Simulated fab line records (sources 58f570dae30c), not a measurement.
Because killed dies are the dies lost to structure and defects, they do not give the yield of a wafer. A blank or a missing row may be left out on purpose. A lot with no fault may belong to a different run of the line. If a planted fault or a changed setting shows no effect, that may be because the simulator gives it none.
The tool behind it: which one?	flow berkeley_cmos170	17 wafers from 6 lots sampled at 3 of the route's 331 steps

WHAT THE GAUGES SHOWED, per wafer
UCB170_V2_THK_MEAS_01.
lot	measured	on	V2_TEOS_THK (nm)
L198	day 7 15:33	film_metro-04	2002 2002 2035
L205	day 9 06:56	film_metro-02	2005 1732
L207	day 9 12:32	film_metro-04	1968 1959 1992
L211	day 10 17:13	film_metro-02	1999 2025 2012
L214	day 10 22:44	film_metro-01	2011 1990 2028
L219	day 11 23:56	film_metro-04	2015 2048 2016

WHICH TOOL RAN EACH LOT (tool, then ch and the chambers of the sampled wafers, then the start)
lot	UCB170_M1_STRIP_13	UCB170_V2_CVD_00
L198	plasma_asher-02 ch 0,1, day 7 04:37	pecvd-03 ch 0,1, day 7 15:23
L205	plasma_asher-04 ch 0,1, day 8 20:49	pecvd-03 ch 0,2, day 9 06:49
L207	plasma_asher-01 ch 0,1, day 9 03:10	pecvd-04 ch 0,2, day 9 12:23
L211	plasma_asher-01 ch 0,1, day 10 07:08	pecvd-04 ch 0,2, day 10 17:03
L214	plasma_asher-04 ch 0,1, day 10 11:47	pecvd-04 ch 0,1, day 10 22:35
L219	plasma_asher-02 ch 0,1, day 11 10:36	pecvd-04 ch 1,2, day 11 23:45
- UCB170_M1_STRIP_13: strips in O2.
- UCB170_V2_CVD_00: deposits SiO2 from TEOS/O2, target thk 2000 nm, time 250 s.

THE ANSWER, worked out from the rows above alone
Rule: what is usual is taken from the lots themselves. Put in order of their means at a reading, lots are off if they are a third of the lots or fewer, leave a main group of 4 or more, and stand apart from it by a gap of 3 or more times the standard deviation of the main group's means; of several such gaps the widest counts. Not used: any main group whose means are identical at the precision the tables above print for the reading. A lot without any number at a reading at which 4 lots or more have one is off too. The other lots that the step has rows for count as sound.
Off: at UCB170_V2_THK_MEAS_01 (V2_TEOS_THK), L205. Mean 2007 nm and standard deviation 18 in the main group.
If a tool, at a process step before that reading, ran all the lots that are off and no sound lot after the first of them, it fits. Gauges at UCB170_V2_THK_MEAS_01: tried the same way as those tools. One candidate fits, namely pecvd-03 at UCB170_V2_CVD_00. Its last sound lot is L198 (day 7 15:23), its first lot that is off L205 (day 9 06:49): a fault that began between those two fits.

WHAT WAS PUT IN BY THE SIMULATOR
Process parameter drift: pecvd-03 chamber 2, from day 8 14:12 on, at UCB170_V2_CVD_00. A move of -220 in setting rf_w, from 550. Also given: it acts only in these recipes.
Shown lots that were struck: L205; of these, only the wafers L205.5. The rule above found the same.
